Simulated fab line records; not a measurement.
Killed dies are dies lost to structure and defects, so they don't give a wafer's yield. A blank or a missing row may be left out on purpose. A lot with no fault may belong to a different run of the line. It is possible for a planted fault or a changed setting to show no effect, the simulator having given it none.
Lot-split experiment + flow berkeley cmos170 + 23 wafers read across 5 lots, on a route 331 steps long

ON THE SPLIT
At UCB170_M2_COAT_05 (resist thk 900 nm), the setting resist thk nm was moved away from the recipe's 900 nm on 5 of the 23 wafers read, by +1.6% to +4.1%. For the rest of the wafers, this setting stayed at what the recipe calls for.

The reading is taken at the split's own step.

THE READING
KrF_of_M2_COAT_05.thk nm (the simulator's own value, which no gauge read), in nm, at UCB170_M2_COAT_05 (resist thk 900 nm). There is no usual value for it anywhere in the file. Here, 18 wafers ran the recipe; their average is 901.5 nm with a standard deviation of 3 nm.

| wafer  | tool, chamber at the split | resist thk nm as run, nm | against the recipe | KrF_of_M2_COAT_05.thk nm, nm | against lot-mates on the recipe |
|--------|----------------------------|--------------------------|--------------------|------------------------------|---------------------------------|
| L076.1 | litho track-03, 0          | 900                      | recipe             | 902.8                        | -                               |
| L076.5 | litho track-03, 0          | 900                      | recipe             | 901.4                        | -                               |
| L076.6 | litho track-03, 0          | 900                      | recipe             | 899.3                        | -                               |
| L080.1 | litho track-04, 0          | 900                      | recipe             | 903.3                        | -                               |
| L080.2 | litho track-04, 0          | 900                      | recipe             | 904.7                        | -                               |
| L080.3 | litho track-04, 0          | 900                      | recipe             | 904.5                        | -                               |
| L080.4 | litho track-04, 0          | 900                      | recipe             | 904.8                        | -                               |
| L080.5 | litho track-04, 0          | 900                      | recipe             | 904.1                        | -                               |
| L082.1 | litho track-02, 0          | 937                      | +4.1%              | 940                          | +36.3                           |
| L082.2 | litho track-02, 0          | 900                      | recipe             | 902.8                        | -                               |
| L082.4 | litho track-02, 0          | 900                      | recipe             | 902.8                        | -                               |
| L082.5 | litho track-02, 0          | 900                      | recipe             | 905.5                        | -                               |
| L082.6 | litho track-02, 0          | 937                      | +4.1%              | 941.1                        | +37.4                           |
| L081.2 | litho track-03, 0          | 914.5                    | +1.6%              | 915.3                        | +13.6                           |
| L081.3 | litho track-03, 0          | 914.5                    | +1.6%              | 917.2                        | +15.5                           |
| L081.4 | litho track-03, 0          | 900                      | recipe             | 900.3                        | -                               |
| L081.5 | litho track-03, 0          | 900                      | recipe             | 903.1                        | -                               |
| L081.6 | litho track-03, 0          | 914.5                    | +1.6%              | 914.2                        | +12.5                           |
| L085.1 | litho track-03, 0          | 900                      | recipe             | 900.7                        | -                               |
| L085.2 | litho track-03, 0          | 900                      | recipe             | 896.1                        | -                               |
| L085.4 | litho track-03, 0          | 900                      | recipe             | 898.8                        | -                               |
| L085.5 | litho track-03, 0          | 900                      | recipe             | 896.5                        | -                               |
| L085.6 | litho track-03, 0          | 900                      | recipe             | 896.2                        | -                               |

FIT RESULTS
A straight line over all 23 wafers: KrF_of_M2_COAT_05.thk nm changes by +9.37 nm for each +1% of resist thk nm; r = +0.97; the points scatter about the line by 2.8 nm.
The same after taking each lot's own level away (the mean of its wafers on the recipe; 23 wafers): +8.91 nm for each +1%; r = +0.99; scatter 1.4 nm.
That fit puts the effect of the largest move of resist thk nm on the reading at 37 nm.
Across the lots, their own levels run from 897.66 to 904.28 nm, a range of 2.2 times the standard deviation given above.
Hence the lot-to-lot level has little effect on the slope; both slopes agree.
Check: for one of the wafers moved furthest among these (+4.1%), held out of the fit, the line's prediction against its lot-mates is +36.8 nm. Against them it came out at +36.3 nm.

THE OTHER SPLITS THESE WAFERS WENT THROUGH
Before the reading, these wafers also passed through other splits. Each is held against what the fit with the lots' levels taken away leaves over:
| other split on the same wafers     | wafers away from the commonest value | r with KrF_of_M2_COAT_05.thk nm (lot level and that fit taken away) |
|------------------------------------|--------------------------------------|---------------------------------------------------------------------|
| UCB170_NSD_PEB_04 peb temp c       | 8                                    | -0.14                                                               |
| UCB170_SILICIDE_SPUTTER_01 power w | 11                                   | +0.16                                                               |
| UCB170_CONTACT_PEB_13 peb temp c   | 4                                    | +0.24                                                               |
| UCB170_M1_COAT_04 spin rpm         | 8                                    | +0.03                                                               |
| UCB170_M1_ETCH_11 source w         | 10                                   | +0.12                                                               |

THE WHOLE CHAIN: every reading that the file lists as answering this split, in the file's order
| step               | what it does      | reading                                                                   | change (the file's fit)              | r (the file's) |
|--------------------|-------------------|---------------------------------------------------------------------------|--------------------------------------|----------------|
| UCB170_M2_COAT_05  | resist thk 900 nm | KrF_of_M2_COAT_05.thk nm (the simulator's own value, which no gauge read) | +8.91 nm for each +1% of the setting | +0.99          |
| UCB170_M2_STRIP_07 | strips in O2      | strip time to endpoint s                                                  | withheld for each +1% of the setting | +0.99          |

THE FILE'S OWN FIT
KrF_of_M2_COAT_05.thk nm changes by +8.91 nm for each +1% of resist thk nm, r = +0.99.
